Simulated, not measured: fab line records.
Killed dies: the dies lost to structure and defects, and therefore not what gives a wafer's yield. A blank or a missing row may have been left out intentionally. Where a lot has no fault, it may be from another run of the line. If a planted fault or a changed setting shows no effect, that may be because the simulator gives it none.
Problem report in the 8D (eight disciplines) form, filled by code ; flow rit_cmos ; the parts of the form that need people (team, actions taken, sign-off) are left out

== 1. WHAT WENT WRONG ==
Wafers without a fault read 34.56 W, standard deviation 0.053; heater_power_total_W at RIT_PLDD_SOFTBAKE_02 reads a mean of 28.60 W on 9 wafers belonging to 3 lots. So: -99 or more standard deviations from the usual mean.
The step: time 60 s.
Earliest sighting: wafer L443.2 on litho_track-03 at day 5 16:56. The record holds 21 wafers of 7 lots with a number at this step. Rule for "out" (also "out of limits"): further than 4 standard deviations from the usual mean. The other wafers with a number count as sound.

== 2. WHAT THIS IS AND IS NOT ==
question;is;is not
which readings at this step;heater_power_total_W, plate_temp_C;-
which lots;L443, L446, L447;L432, L433, L442, L454
which wafers of those lots;all that have a number;-
read on which tools;litho_track-03;litho_track-01, litho_track-02
when;from day 5 16:56;"up to then (9 sound wafers); but 3 sound wafers of L454 came after"

== 3. THE SUSPECTS, EACH WITH WHAT RULES IT OUT ==
Counting: a tool at any process step up to the reading remains a suspect when it ran all the lots that are out and ran no sound lot after the first of those.
- litho_track-03 at RIT_PLDD_SOFTBAKE_02 (time 60 s): kept. All lots that are out passed through it, beginning with L443 at day 5 16:56, and no sound lot followed; its final sound lot before that point was L442 at day 5 11:40. Its own heater_power_total_W, plate_temp_C readings are out on those wafers.
Left after counting: litho_track-03 at RIT_PLDD_SOFTBAKE_02.

== 4. THE CAUSE (what the simulator had put in) ==
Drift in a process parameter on litho_track-03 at RIT_PLDD_SOFTBAKE_02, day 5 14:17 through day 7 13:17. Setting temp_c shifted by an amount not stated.
The count eliminated every tool but this one.

== 5. SEQUENCE OF EFFECTS, ordered by route ==
One row per reading whose mean, taken over the struck wafers that have a number, lies over 3 standard deviations from the usual. Scope: only readings with a usual standard deviation given in the record; hours: median across lots of the time from each lot's start at the first step in this table that gives one to its start at this step; sigmas: change in usual standard deviations.
hours;step;reading;usual;on struck wafers;change;sigmas
0;RIT_PLDD_SOFTBAKE_02;heater_power_total_W;34.56 W;28.60;-5.96;-99 or more
0;RIT_PLDD_SOFTBAKE_02;plate_temp_C;90.00 C;78.86;-11.14;-99 or more
Process steps it contains:
- RIT_PLDD_SOFTBAKE_02: time 60 s.
At these later measuring or inspecting steps, every struck wafer for which the step has a row has a number for every such reading, and none has moved that far: RIT_PLDD_OVL_MEAS_06.

== 6. HOW IT WOULD HAVE BEEN CAUGHT EARLIER ==
First out-of-limits reading in this record: day 5 16:56, which is 3 hours after fault onset at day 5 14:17.
